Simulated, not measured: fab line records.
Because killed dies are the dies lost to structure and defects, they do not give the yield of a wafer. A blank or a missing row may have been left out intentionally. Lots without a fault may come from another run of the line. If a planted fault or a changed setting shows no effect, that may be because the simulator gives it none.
Split-lot experiment | flow rit-cmos | on a route of 202 steps: 5 lots, 27 wafers read

== SPLIT DETAILS ==
At RIT_SILICIDE_SPUTTER_01 (material Ti, target thk 30 nm, time 240 s), the setting time-s was moved away from the recipe's 240 s on 12 of the 27 wafers read, by +21.1% to +49.2%. All remaining wafers had this setting at the recipe value.

== SPLIT TO READING: what lies between them in the file, 1 step ==
- RIT_SILICIDE_RS_MEAS_02: measures by four-point-probe

== THE READING ==
SILICIDE_TI_THK, in nm, at RIT_SILICIDE_THK_MEAS_03 (measures by xrf). Typical for fault-free wafers on this fab line: 29.9 nm, with standard deviation 0.38 nm.

wafer  | tool, chamber at the split | time-s as run, s | against the recipe | SILICIDE_TI_THK, nm | against lot-mates on the recipe
L075.2 | pvd-sputter-04, -          | 240              | recipe             | 29.4                | -
L075.4 | pvd-sputter-04, -          | 240              | recipe             | 29.7                | -
L075.6 | pvd-sputter-04, -          | 240              | recipe             | 29.3                | -
L078.1 | pvd-sputter-02, -          | 240              | recipe             | 30.6                | -
L078.2 | pvd-sputter-02, -          | 240              | recipe             | 30.2                | -
L078.3 | pvd-sputter-02, -          | 317.9            | +32.5%             | 40.3                | +10.0
L078.4 | pvd-sputter-02, -          | 317.9            | +32.5%             | 40.0                | +9.7
L078.5 | pvd-sputter-02, -          | 317.9            | +32.5%             | 39.8                | +9.5
L078.6 | pvd-sputter-02, -          | 240              | recipe             | 30.2                | -
L079.1 | pvd-sputter-04, -          | 240              | recipe             | 29.7                | -
L079.2 | pvd-sputter-04, -          | 240              | recipe             | 29.6                | -
L079.3 | pvd-sputter-04, -          | 240              | recipe             | 30.2                | -
L079.4 | pvd-sputter-04, -          | 290.7            | +21.1%             | 36.1                | +6.3
L079.5 | pvd-sputter-04, -          | 290.7            | +21.1%             | 36.5                | +6.7
L079.6 | pvd-sputter-04, -          | 290.7            | +21.1%             | 36.4                | +6.6
L084.1 | pvd-sputter-02, -          | 240              | recipe             | 30.8                | -
L084.2 | pvd-sputter-02, -          | 358.2            | +49.2%             | 44.8                | +14.2
L084.3 | pvd-sputter-02, -          | 240              | recipe             | 30.2                | -
L084.4 | pvd-sputter-02, -          | 358.2            | +49.2%             | 45.5                | +14.9
L084.5 | pvd-sputter-02, -          | 240              | recipe             | 30.7                | -
L084.6 | pvd-sputter-02, -          | 358.2            | +49.2%             | 45.0                | +14.4
L085.1 | pvd-sputter-04, -          | 292.5            | +21.9%             | 36.3                | +6.5
L085.2 | pvd-sputter-04, -          | 240              | recipe             | 29.8                | -
L085.3 | pvd-sputter-04, -          | 292.5            | +21.9%             | 36.1                | +6.3
L085.4 | pvd-sputter-04, -          | 292.5            | +21.9%             | 35.7                | +5.9
L085.5 | pvd-sputter-04, -          | 240              | recipe             | 29.7                | -
L085.6 | pvd-sputter-04, -          | 240              | recipe             | 29.8                | -

FIT RESULTS
A straight line over all 27 wafers: SILICIDE_TI_THK changes by +0.305 nm for each +1% of time-s; r = +1.00; the points scatter about the line by 0.44 nm.
The same after taking each lot's own level away (the mean of its wafers on the recipe; 27 wafers): +0.296 nm for each +1%; r = +1.00; scatter 0.25 nm.
Per that fit: largest time-s move, reading shift of 15 nm.
The lots' own levels span 29.47 to 30.57 nm, that is 2.9 times the standard deviation above.
Hence the lot-to-lot level has little effect on the slope; both slopes agree.
Check: +14.7 nm against its lot-mates is what the line predicts for one of the wafers moved furthest among these (+49.2%) when that wafer is left out of the fit. It came out at +14.2 nm against them.

== FURTHER SPLITS ON THESE WAFERS ==
These wafers also went through other splits before the reading. Each is held against what the fit with the lots' levels taken away leaves over:
other split on the same wafers        | wafers away from the commonest value | r with SILICIDE_TI_THK (lot level and that fit taken away)
RIT_ACTIVE_DEVELOP_10 develop-time-s  | 6                                    | +0.21
RIT_ACTIVE_ETCH_13 target-depth-a     | 9                                    | +0.16
RIT_GATE_DEVELOP_15 develop-time-s    | 9                                    | -0.31
RIT_REOX_OXIDATION_03 ox-time-s       | 21                                   | -0.26
RIT_SPACER_ETCHBACK_05 target-depth-a | 9                                    | +0.18

== THE WHOLE CHAIN: every reading that the file lists as answering this split, in the file's order ==
step                     | what it does                              | reading                                                                           | change (the file's fit)               | r (the file's)
RIT_SILICIDE_SPUTTER_01  | material Ti, target thk 30 nm, time 240 s | Ti_of_SILICIDE_SPUTTER_01.thk-nm (the simulator's own value, which no gauge read) | +0.296 nm for each +1% of the setting | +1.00
RIT_SILICIDE_RS_MEAS_02  | measures by four-point-probe              | SILICIDE_TI_RS                                                                    | -0.399 for each +1% of the setting    | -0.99
RIT_SILICIDE_THK_MEAS_03 | measures by xrf                           | SILICIDE_TI_THK                                                                   | +0.297 for each +1% of the setting    | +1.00

== THE FILE'S OWN FIT ==
SILICIDE_TI_THK changes by +0.297 nm for each +1% of time-s, r = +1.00.
